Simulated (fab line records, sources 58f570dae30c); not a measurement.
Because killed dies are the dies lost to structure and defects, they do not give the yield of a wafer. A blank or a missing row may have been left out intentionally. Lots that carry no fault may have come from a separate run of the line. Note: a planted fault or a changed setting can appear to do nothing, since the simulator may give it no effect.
Problem report in the 8D (eight disciplines) form, filled by code :: flow berkeley cmos170 :: the parts of the form that need people (team, actions taken, sign-off) are left out

## 1. THE ISSUE
Wafers without a fault read 0.544 a.u., standard deviation 0.01; oes product au at UCB170_M2_STRIP_19 reads a mean of 0.596 a.u. on 3 wafers belonging to 2 lots. Measured from the usual mean, that is +5.2 standard deviations.
The step: strips in O2.
First observed at day 10 17:38: wafer L751.4, on plasma asher-01. The record has a number at this step for 42 wafers belonging to 14 lots. By rule, "out" or "out of limits" means more than 4 standard deviations away from the usual mean. Any other wafer with a number is counted as sound.

## 2. WHAT IT IS AND WHAT IT IS NOT
question: which readings at this step
is: oes product au
is not: drypump motor current A

question: which lots
is: L751, L755
is not: L743, L744, L745, L746, L747, L749, L750, L757, L758, L759, L760, L763

question: which wafers of those lots
is: L751.4, L751.5, L755.6
is not: L751.3, L755.2, L755.3

question: read on which tools
is: plasma asher-01, plasma asher-03
is not: plasma asher-04

question: when
is: from day 10 17:38
is not: up to then (22 sound wafers); but 17 sound wafers of L755, L757, L758, L759, L760, L763 came after

## 3. THE SUSPECTS, EACH WITH WHAT RULES IT OUT
Counting: a tool at a process step up to the reading stays a suspect if it ran every lot that is out. Sound lots after the first of them don't rule it out here, since some wafers of a struck lot are sound.
- rie metal-02 at UCB170_M2_METAL_ETCH_18 (etches Al in Cl2/BCl3, stops on SiO2, target depth 1170 nm, time 195 s): kept. It ran every lot that is out, first L751 (day 10 17:28); its last sound lot up to then is L750 (day 10 04:58).
- The sound lot-mates ran in chamber 1 of rie metal-02 at UCB170_M2_METAL_ETCH_18, but the wafers that are out ran in chamber 0.
Left after counting: rie metal-02 at UCB170_M2_METAL_ETCH_18.

## 4. THE CAUSE (what the simulator had put in)
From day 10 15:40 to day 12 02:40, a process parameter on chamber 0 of rie metal-02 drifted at UCB170_M2_METAL_ETCH_18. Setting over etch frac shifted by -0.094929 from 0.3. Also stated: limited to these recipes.
This tool alone remained once counting was done.

## 5. SEQUENCE OF EFFECTS, ordered by route
Each row: a reading whose mean over the struck wafers that have a number lies more than 3 standard deviations from the usual. Readings are gone through only where the record gives a usual standard deviation; hours: the median, over the lots, of the time from a lot's start at the first step in this table giving one to that lot's start at this step; sigmas: the change measured in usual standard deviations.
hours: 0
step: UCB170_M2_STRIP_19
reading: oes product au
usual: 0.544 a.u.
on struck wafers: 0.596
change: +0.052
sigmas: +5.2
Its process steps:
- UCB170_M2_STRIP_19: strips in O2.

## 6. HOW IT WOULD HAVE BEEN CAUGHT EARLIER
The fault began at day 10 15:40; the first out-of-limits reading in this record came at day 10 17:38, 2 hours later.
No tool reading at UCB170_M2_METAL_ETCH_18 that has a usual standard deviation in the record was out on any struck wafer, so an alarm limit of 4 standard deviations on those readings would not have fired.
Of the lots that are out (2), L755 began UCB170_M2_METAL_ETCH_18 on rie metal-02 after day 10 17:38. A hold on the tool at that time would have spared it.
